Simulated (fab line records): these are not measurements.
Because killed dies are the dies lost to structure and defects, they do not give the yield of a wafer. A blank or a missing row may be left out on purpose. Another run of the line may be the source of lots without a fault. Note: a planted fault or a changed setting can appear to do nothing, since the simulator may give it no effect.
fab line records | flow ritCmos
record lots=13 | wafers=39 | lastDay=8
route steps=202 shown SPACER@129 CONTACT@173 M1@185
lots with no fault: from the same line, run without faults
startH: the number of hours between the record's first day and the start of the first shown wafer of the lot | waitH: time in hours since the lot's previous step | " as in the row above | L1.1+2: a single row standing in for several wafers | - value missing, or start not given | * or withheld: withheld | < > ~ a bound
route shown NAME@n: a module of which the file shows steps, and the number in the route of the first | usual: mean/standard deviation taken from wafers without a fault | same: alike in all rows | chamber/n: place in a boat | sites: readings site by site | _std_site: the standard deviation of these | _edge_site: the outer-site mean with the inner-site mean subtracted | radiusMm: how far each site lies from the wafer's centre | mask NAME#n: copy n | behind: the tool/chamber that last shaped the wafer | hold: why the lot went on hold/how many hours it stayed there/how the hold came to an end | device: the n, p or np transistor that did not switch | end of line: the route-end tests of the same wafers | for a step that has no rows: nothing shown but its recipe | killed: dies lost to structure and defects at the first sort, not the wafer's yield | map: per-die view of a wafer (x killed, . not killed, _ where there is no die)
set.NAME: the setting the step ran with; set.NAME@STEP: the setting that earlier step ran with | model.NAME: the simulator's own value behind a step, which no gauge read
steps of the route over a sample of lots; a table a step, a row a wafer
services: when a tool's chamber went out of use (startH, in hours from the record's first day, below 0 if earlier), for how many hours, and the reason
## steps
# step RIT_SPACER_THK_MEAS_04
# recipe reads=Si3N4_of_SPACER_CVD_03
# usual SPACER_NITRIDE_THK=251.1/2.3
lot.wafer | tool         | chamber | startH | waitH | SPACER_NITRIDE_THK[nm]
L975.1    | filmMetro-01 | -       | 50.44  | 0.0   | 249.3
L975.3    | "            | -       | "      | "     | 248.6
L975.4    | "            | -       | "      | "     | 248.0
L977.2    | filmMetro-01 | -       | 60.00  | 0.0   | 252.9
L977.3    | "            | -       | "      | "     | 252.3
L977.6    | "            | -       | "      | "     | 253.0
L978.1    | filmMetro-03 | -       | 66.50  | 0.0   | 252.7
L978.2    | "            | -       | "      | "     | 250.2
L978.6    | "            | -       | "      | "     | 250.6
L979.1    | filmMetro-01 | -       | 73.67  | 0.0   | 251.5
L979.4    | "            | -       | "      | "     | 251.8
L979.6    | "            | -       | "      | "     | 252.6
L980.1    | filmMetro-01 | -       | 76.31  | 0.0   | 250.6
L980.2    | "            | -       | "      | "     | 252.0
L980.5    | "            | -       | "      | "     | 251.6
L981.1    | filmMetro-03 | -       | 82.10  | 0.0   | 253.2
L981.2    | "            | -       | "      | "     | 257.3
L981.6    | "            | -       | "      | "     | 256.5
L982.2    | filmMetro-02 | -       | 85.95  | 0.0   | 252.5
L982.5    | "            | -       | "      | "     | 253.5
L982.6    | "            | -       | "      | "     | 254.2
L984.3    | filmMetro-03 | -       | 97.57  | 0.0   | 249.6
L984.4    | "            | -       | "      | "     | 248.3
L984.6    | "            | -       | "      | "     | 248.1
L986.2    | filmMetro-02 | -       | 108.48 | 0.0   | 250.1
L986.3    | "            | -       | "      | "     | 249.1
L986.6    | "            | -       | "      | "     | 250.7
L990.1    | filmMetro-03 | -       | 129.08 | 0.0   | 249.1
L990.5    | "            | -       | "      | "     | 250.1
L990.6    | "            | -       | "      | "     | 249.0
L995.3    | filmMetro-02 | -       | 161.70 | 0.0   | 254.4
L995.4    | "            | -       | "      | "     | 252.6
L995.5    | "            | -       | "      | "     | 255.3
L996.2    | filmMetro-03 | -       | 173.97 | 0.0   | 252.6
L996.3    | "            | -       | "      | "     | 252.5
L996.4    | "            | -       | "      | "     | 252.1
L998.2    | filmMetro-02 | -       | 179.61 | 0.0   | 247.3
L998.4    | "            | -       | "      | "     | 249.9
L998.6    | "            | -       | "      | "     | 248.9
# step RIT_CONTACT_EXPOSE_05
# recipe maskId=M11 | na=0.6 | sourceShape=conventional | sigmaOuter=0.5 | targetCdNm=1000 | doseMj=250
# usual stageVelMmS=499.99/0.26
# same sigmaOuter=0.5
lot.wafer | tool            | chamber | startH | waitH | mask     | stageVelMmS
L975.1    | ilineStepper-02 | 0       | 55.62  | 0.1   | M11#0    | 499.85
L975.3    | "               | 0       | "      | "     | M11#0    | 500.08
L975.4    | "               | 0       | "      | "     | M11#0    | 499.93
L977.2    | ilineStepper-01 | 0       | 65.47  | 0.1   | M11#0    | 499.81
L977.3    | "               | 0       | "      | "     | M11#0    | 499.68
L977.6    | "               | 0       | "      | "     | M11#0    | 499.97
L978.1    | ilineStepper-01 | 0       | 71.59  | 0.1   | M11#0    | 499.79
L978.2    | "               | 0       | "      | "     | M11#0    | 500.07
L978.6    | "               | 0       | "      | "     | M11#0    | 499.86
L979.1    | ilineStepper-01 | 0       | 79.17  | 0.1   | M11#0    | 499.56
L979.4    | "               | 0       | "      | "     | M11#0    | 499.93
L979.6    | "               | 0       | "      | "     | M11#0    | 500.10
L980.1    | ilineStepper-01 | 0       | 81.47  | 0.1   | M11#0    | 499.86
L980.2    | "               | 0       | "      | "     | M11#0    | 499.98
L980.5    | "               | 0       | "      | "     | M11#0    | 500.07
L981.1    | ilineStepper-01 | 0       | 87.42  | 0.1   | M11#0    | 500.49
L981.2    | "               | 0       | "      | "     | M11#0    | 499.86
L981.6    | "               | 0       | "      | "     | M11#0    | 500.17
L982.2    | ilineStepper-01 | 0       | 91.14  | 0.1   | M11#0    | 499.78
L982.5    | "               | 0       | "      | "     | M11#0    | 499.47
L982.6    | "               | 0       | "      | "     | M11#0    | 499.68
L984.3    | ilineStepper-01 | 0       | 103.02 | 0.2   | M11#0    | 500.12
L984.4    | "               | 0       | "      | "     | M11#0    | 500.35
L984.6    | "               | 0       | "      | "     | M11#0    | 500.14
L986.2    | ilineStepper-01 | 0       | 113.65 | 0.2   | M11_R1#0 | 500.11
L986.3    | "               | 0       | "      | "     | M11_R1#0 | 500.37
L986.6    | "               | 0       | "      | "     | M11_R1#0 | 499.67
L990.1    | ilineStepper-02 | 0       | 134.36 | 0.2   | M11#0    | 499.73
L990.5    | "               | 0       | "      | "     | M11#0    | 499.63
L990.6    | "               | 0       | "      | "     | M11#0    | 499.94
L995.3    | ilineStepper-01 | 0       | 167.58 | 0.2   | M11#0    | 499.95
L995.4    | "               | 0       | "      | "     | M11#0    | 499.85
L995.5    | "               | 0       | "      | "     | M11#0    | 500.17
L996.2    | ilineStepper-02 | 0       | 179.26 | 0.2   | M11#0    | 500.09
L996.3    | "               | 0       | "      | "     | M11#0    | 500.04
L996.4    | "               | 0       | "      | "     | M11#0    | 500.10
L998.2    | ilineStepper-01 | 0       | 185.12 | 0.2   | M11#0    | 500.02
L998.4    | "               | 0       | "      | "     | M11#0    | 499.84
L998.6    | "               | 0       | "      | "     | M11#0    | 499.87
# step RIT_CONTACT_CD_MEAS_08
# recipe targetCdNm=1000
# usual cdNm=999.8/2.1
lot.wafer | tool     | chamber | startH | waitH | cdNm
L975.1    | cdSem-02 | -       | 56.14  | -     | 996.7
L975.3    | "        | -       | "      | "     | 999.4
L975.4    | "        | -       | "      | "     | 997.3
L977.2    | cdSem-02 | -       | 65.99  | -     | 1001.3
L977.3    | "        | -       | "      | "     | 998.6
L977.6    | "        | -       | "      | "     | 999.9
L978.1    | cdSem-02 | -       | 72.11  | -     | 1001.2
L978.2    | "        | -       | "      | "     | 1000.6
L978.6    | "        | -       | "      | "     | 1001.0
L979.1    | cdSem-02 | -       | 79.82  | -     | 1001.9
L979.4    | "        | -       | "      | "     | 998.6
L979.6    | "        | -       | "      | "     | 999.2
L980.1    | cdSem-02 | -       | 82.06  | -     | 999.0
L980.2    | "        | -       | "      | "     | 999.9
L980.5    | "        | -       | "      | "     | 998.7
L981.1    | cdSem-01 | -       | 87.94  | -     | 1001.5
L981.2    | "        | -       | "      | "     | 997.0
L981.6    | "        | -       | "      | "     | 1001.2
L982.2    | cdSem-02 | -       | 91.66  | -     | 999.2
L982.5    | "        | -       | "      | "     | 999.5
L982.6    | "        | -       | "      | "     | 998.4
L984.3    | cdSem-01 | -       | 103.53 | -     | 997.7
L984.4    | "        | -       | "      | "     | 999.7
L984.6    | "        | -       | "      | "     | 997.0
L986.2    | cdSem-01 | -       | 114.17 | -     | 1153.8
L986.3    | "        | -       | "      | "     | 1151.6
L986.6    | "        | -       | "      | "     | 1150.8
L990.1    | cdSem-01 | -       | 134.88 | -     | 1002.3
L990.5    | "        | -       | "      | "     | 1000.3
L990.6    | "        | -       | "      | "     | 1003.6
L995.3    | cdSem-02 | -       | 168.10 | -     | 996.7
L995.4    | "        | -       | "      | "     | 997.5
L995.5    | "        | -       | "      | "     | 996.6
L996.2    | cdSem-01 | -       | 179.78 | -     | 999.2
L996.3    | "        | -       | "      | "     | 999.8
L996.4    | "        | -       | "      | "     | 999.9
L998.2    | cdSem-01 | -       | 185.64 | -     | 998.1
L998.4    | "        | -       | "      | "     | 998.2
L998.6    | "        | -       | "      | "     | 999.2
# step RIT_M1_RS_MEAS_01
# recipe thkMeasGauge=four-point-probe | reads=Al_of_M1_SPUTTER_00
# usual M1_AL_RS=0.0739/0.00083
lot.wafer | tool         | chamber | startH | waitH | M1_AL_RS[ohm/sq]
L975.1    | filmMetro-03 | -       | 57.58  | 0.1   | 0.0746
L975.3    | "            | -       | "      | "     | 0.0752
L975.4    | "            | -       | "      | "     | 0.0739
L977.2    | filmMetro-04 | -       | 67.43  | 0.2   | 0.0741
L977.3    | "            | -       | "      | "     | 0.0741
L977.6    | "            | -       | "      | "     | 0.0735
L978.1    | filmMetro-04 | -       | 73.55  | 0.1   | 0.0744
L978.2    | "            | -       | "      | "     | 0.0743
L978.6    | "            | -       | "      | "     | 0.0742
L979.1    | filmMetro-04 | -       | 81.27  | 0.1   | 0.0735
L979.4    | "            | -       | "      | "     | 0.0745
L979.6    | "            | -       | "      | "     | 0.0732
L980.1    | filmMetro-03 | -       | 83.52  | 0.1   | 0.0744
L980.2    | "            | -       | "      | "     | 0.0733
L980.5    | "            | -       | "      | "     | 0.0740
L981.1    | filmMetro-01 | -       | 89.38  | 0.1   | 0.0739
L981.2    | "            | -       | "      | "     | 0.0750
L981.6    | "            | -       | "      | "     | 0.0745
L982.2    | filmMetro-04 | -       | 93.10  | 0.2   | 0.0746
L982.5    | "            | -       | "      | "     | 0.0724
L982.6    | "            | -       | "      | "     | 0.0736
L984.3    | filmMetro-01 | -       | 104.97 | 0.2   | 0.0745
L984.4    | "            | -       | "      | "     | 0.0750
L984.6    | "            | -       | "      | "     | 0.0754
L986.2    | filmMetro-04 | -       | 115.61 | 0.2   | 0.0740
L986.3    | "            | -       | "      | "     | 0.0725
L986.6    | "            | -       | "      | "     | 0.0743
L990.1    | filmMetro-04 | -       | 136.32 | 0.1   | 0.0741
L990.5    | "            | -       | "      | "     | 0.0733
L990.6    | "            | -       | "      | "     | 0.0730
L995.3    | filmMetro-01 | -       | 169.55 | 0.2   | 0.0720
L995.4    | "            | -       | "      | "     | 0.0736
L995.5    | "            | -       | "      | "     | 0.0739
L996.2    | filmMetro-04 | -       | 181.22 | 0.2   | 0.0750
L996.3    | "            | -       | "      | "     | 0.0736
L996.4    | "            | -       | "      | "     | 0.0725
L998.2    | filmMetro-04 | -       | 187.30 | 0.2   | 0.0756
L998.4    | "            | -       | "      | "     | 0.0745
L998.6    | "            | -       | "      | "     | 0.0740
# step RIT_M1_STRIP_14
# recipe chemistry=O2 | timeS=180 | platenTempC=withheld | powerW=500 | pressureMtorr=4000 | o2FlowSccm=4000
# usual drypumpMotorCurrentA=5.4/0.34
lot.wafer | tool           | chamber | startH | waitH | drypumpMotorCurrentA | rfHoursCounterH
L975.1    | plasmaAsher-03 | 0       | 59.51  | 0.0   | 5.7                  | 26
L975.3    | "              | 1       | "      | "     | 5.2                  | -
L975.4    | "              | 0       | "      | "     | 5.7                  | -
L977.2    | plasmaAsher-04 | 0       | 69.43  | 0.0   | 5.3                  | 47
L977.3    | "              | 1       | "      | "     | 5.9                  | -
L977.6    | "              | 0       | "      | "     | 5.3                  | -
L978.1    | plasmaAsher-04 | 1       | 75.42  | 0.0   | 5.9                  | 47
L978.2    | "              | 0       | "      | "     | 5.3                  | 47
L978.6    | "              | 1       | "      | "     | 5.9                  | -
L979.1    | plasmaAsher-04 | 1       | 83.34  | 0.0   | 5.9                  | 48
L979.4    | "              | 1       | "      | "     | 5.9                  | -
L979.6    | "              | 1       | "      | "     | 5.9                  | -
L980.1    | plasmaAsher-01 | 0       | 85.44  | 0.0   | 5.3                  | 36
L980.2    | "              | 1       | "      | "     | 4.9                  | 36
L980.5    | "              | 1       | "      | "     | 4.9                  | -
L981.1    | plasmaAsher-04 | 1       | 91.57  | 0.0   | 5.9                  | 49
L981.2    | "              | 0       | "      | "     | 5.3                  | 49
L981.6    | "              | 1       | "      | "     | 5.9                  | -
L982.2    | plasmaAsher-03 | 1       | 95.10  | 0.0   | 5.2                  | 30
L982.5    | "              | 1       | "      | "     | 5.3                  | -
L982.6    | "              | 0       | "      | "     | 5.8                  | -
L984.3    | plasmaAsher-03 | 0       | 106.80 | 0.1   | 5.8                  | -
L984.4    | "              | 1       | "      | "     | 5.2                  | -
L984.6    | "              | 0       | "      | "     | 5.8                  | -
L986.2    | plasmaAsher-04 | 1       | 117.66 | 0.0   | 5.9                  | 51
L986.3    | "              | 0       | "      | "     | 5.3                  | -
L986.6    | "              | 0       | "      | "     | 5.3                  | -
L990.1    | plasmaAsher-03 | 0       | 138.12 | 0.0   | 5.7                  | 35
L990.5    | "              | 0       | "      | "     | 5.8                  | -
L990.6    | "              | 1       | "      | "     | 5.2                  | -
L995.3    | plasmaAsher-01 | 1       | 171.73 | 0.1   | 4.9                  | -
L995.4    | "              | 0       | "      | "     | 5.3                  | -
L995.5    | "              | 1       | "      | "     | 4.9                  | -
L996.2    | plasmaAsher-01 | 1       | 183.14 | 0.0   | 4.9                  | 45
L996.3    | "              | 1       | "      | "     | 4.9                  | -
L996.4    | "              | 0       | "      | "     | 5.4                  | -
L998.2    | plasmaAsher-03 | 0       | 189.09 | 0.0   | 5.8                  | 40
L998.4    | "              | 0       | "      | "     | 5.8                  | -
L998.6    | "              | 1       | "      | "     | 5.2                  | -
# step RIT_M1_PROBE_99
# usual killed_at_M0_to_M3=0.0/0.083 | killedAtContacts=0.1/0.27 | killedAtFrontEnd=7/3.1 | killedDies=7/3.2 | killedOnRim=1.8/1.4 | killedOpen=3.8/2.1 | killedShort=3.6/2
# same grossDies=264 | killed_at_M4_up=0 | killedAtBackSide=0 | killedAtOther=0
lot.wafer | tool      | chamber | startH | waitH | killed_at_M0_to_M3 | killedAtContacts | killedAtFrontEnd | killedDies | killedOnRim | killedOpen | killedShort
L980.1    | prober-02 | -       | 87.36  | 0.1   | 0                  | 0                | 8                | 8          | 0           | 3          | 5
L980.2    | prober-02 | -       | 87.41  | 0.1   | 0                  | 0                | 10               | 10         | 3           | 2          | 8
L980.5    | prober-02 | -       | 87.56  | 0.2   | 0                  | 0                | 7                | 7          | 1           | 2          | 5
L982.2    | prober-02 | -       | 97.06  | 0.1   | 0                  | 0                | 4                | 4          | 0           | 2          | 2
L982.5    | prober-02 | -       | 97.21  | 0.2   | 0                  | 0                | 6                | 6          | 2           | 3          | 3
L982.6    | prober-02 | -       | 97.26  | 0.2   | 0                  | 0                | 11               | 11         | 3           | 7          | 4
L986.2    | prober-02 | -       | 119.63 | 0.1   | 0                  | 51               | 7                | 58         | 30          | 2          | 5
L986.3    | prober-02 | -       | 119.68 | 0.2   | 0                  | 55               | 10               | 65         | 31          | 8          | 2
L986.6    | prober-02 | -       | 119.83 | 0.2   | 0                  | 62               | 7                | 69         | 35          | 2          | 5
L990.1    | prober-01 | -       | 140.04 | 0.1   | 0                  | 0                | 7                | 7          | 1           | 4          | 3
L990.5    | prober-01 | -       | 140.24 | 0.2   | 0                  | 0                | 6                | 6          | 0           | 2          | 4
L990.6    | prober-01 | -       | 140.29 | 0.2   | 0                  | 0                | 10               | 10         | 3           | 6          | 4
L996.2    | prober-02 | -       | 185.11 | 0.1   | 0                  | 0                | 4                | 4          | 1           | 2          | 2
L996.3    | prober-02 | -       | 185.16 | 0.2   | 0                  | 0                | 3                | 3          | 1           | 3          | 0
L996.4    | prober-02 | -       | 185.21 | 0.2   | 0                  | 0                | 6                | 6          | 3           | 3          | 3
# killed by level:class
L980.1 FOX2:geometricParticle:short=2 SPACER:geometricParticle:open=2 FOX1:geometricParticle:open=1 FOX1:geometricParticle:short=1 GATE:geometricParticle:short=1 REOX:geometricParticle:short=1
L980.2 GATE:geometricParticle:short=3 FOX1:geometricParticle:short=2 FOX2:geometricParticle:short=2 FOX1:geometricParticle:open=1 FOX2:geometricParticle:open=1 REOX:geometricParticle:short=1
L980.5 FOX2:geometricParticle:short=3 FOX2:geometricParticle:open=1 GATE:geometricParticle:short=1 GATE:geometricParticle:open=1 SILICIDE:geometricParticle:short=1
L982.2 GATE:geometricParticle:short=1 REOX:geometricParticle:open=1 SPACER:geometricParticle:open=1 SILICIDE:geometricParticle:short=1
L982.5 FOX1:geometricParticle:short=1 GATE:geometricParticle:open=1 REOX:geometricParticle:open=1 SPACER:geometricParticle:short=1 SPACER:geometricParticle:open=1 SILICIDE:geometricParticle:short=1
L982.6 GATE:geometricParticle:open=4 GATE:geometricParticle:short=3 SILICIDE:geometricParticle:open=2 REOX:geometricParticle:short=1 SPACER:geometricParticle:open=1
L986.2 CONTACT:areaExpose=51 GATE:geometricParticle:open=2 FOX1:geometricParticle:short=1 FOX2:geometricParticle:short=1 GATE:geometricParticle:short=1 SPACER:geometricParticle:short=1 SILICIDE:geometricParticle:short=1
L986.3 CONTACT:areaExpose=55 GATE:geometricParticle:open=6 GATE:geometricParticle:short=1 SPACER:geometricParticle:open=1 SILICIDE:geometricParticle:short=1 SILICIDE:geometricParticle:open=1
L986.6 CONTACT:areaExpose=62 SPACER:geometricParticle:short=3 GATE:geometricParticle:open=2 GATE:geometricParticle:short=1 SILICIDE:geometricParticle:short=1
L990.1 FOX1:geometricParticle:open=1 GATE:geometricParticle:short=1 GATE:geometricParticle:open=1 REOX:geometricParticle:open=1 REOX:geometricParticle:short=1 SPACER:geometricParticle:short=1 SILICIDE:geometricParticle:open=1
L990.5 GATE:geometricParticle:short=3 FOX2:geometricParticle:short=1 GATE:geometricParticle:open=1 SPACER:geometricParticle:open=1
L990.6 SILICIDE:geometricParticle:open=3 FOX1:geometricParticle:short=2 ACTIVE:geometricParticle:open=1 FOX2:geometricParticle:open=1 SPACER:geometricParticle:short=1 SPACER:geometricParticle:open=1 SILICIDE:geometricParticle:short=1
L996.2 ACTIVE:geometricParticle:open=1 FOX1:geometricParticle:short=1 GATE:geometricParticle:short=1 SILICIDE:geometricParticle:open=1
L996.3 FOX1:geometricParticle:open=1 FOX2:geometricParticle:open=1 SPACER:geometricParticle:open=1
L996.4 GATE:geometricParticle:short=2 SILICIDE:geometricParticle:open=2 FOX2:geometricParticle:short=1 SPACER:geometricParticle:open=1
## services
tool            | chamber | startH | hours | kind
ilineStepper-01 | -       | 35.63  | 7.5   | repair
plasmaAsher-03  | -       | 54.35  | 4.3   | repair
plasmaAsher-01  | -       | 54.84  | 6.3   | repair
ilineStepper-02 | -       | 60.80  | 1.7   | pm
ilineStepper-01 | -       | 73.14  | 2.1   | pm
ilineStepper-01 | -       | 75.23  | -     | consumableReplace:lamp
ilineStepper-02 | -       | 120.50 | 3.4   | repair
ilineStepper-01 | -       | 140.96 | 1.7   | pm
## key
firstSign step=RIT_CONTACT_EXPOSE_05 | reading=mask | direction=changed
effect step=RIT_CONTACT_CD_MEAS_08 | reading=cdNm | direction=up | sigmas=72 | usual=999.8 | struck=1152.1
effect step=RIT_M1_PROBE_99 | reading=killedAtContacts | direction=up | sigmas=56 | usual=0.1 | struck=56
moreKillsBornAt RIT_CONTACT_EXPOSE_05@ilineStepper-01=168
metAt RIT_CONTACT_EXPOSE_05
struckLots L986
testerLeftOut L986
notActingAt RIT_SPACER_THK_MEAS_04,RIT_M1_RS_MEAS_01,RIT_M1_STRIP_14
onsetBetween 103.02 113.65
fault kind=wrongMask | tool=any | chamber=- | onsetH=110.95 | steps=RIT_CONTACT_EXPOSE_05 | auxCopy=M11_R1#0 | cdOffsetNm=150 | scope=struckLotsOnly
# testerLeftOut: of these lots the tester's yield and bins aren't shown, on N5 and GAA mostly nor the transistor test; their killed dies are dies lost to structure and defects alone, not to doping, threshold or leakage, so they don't give the yield
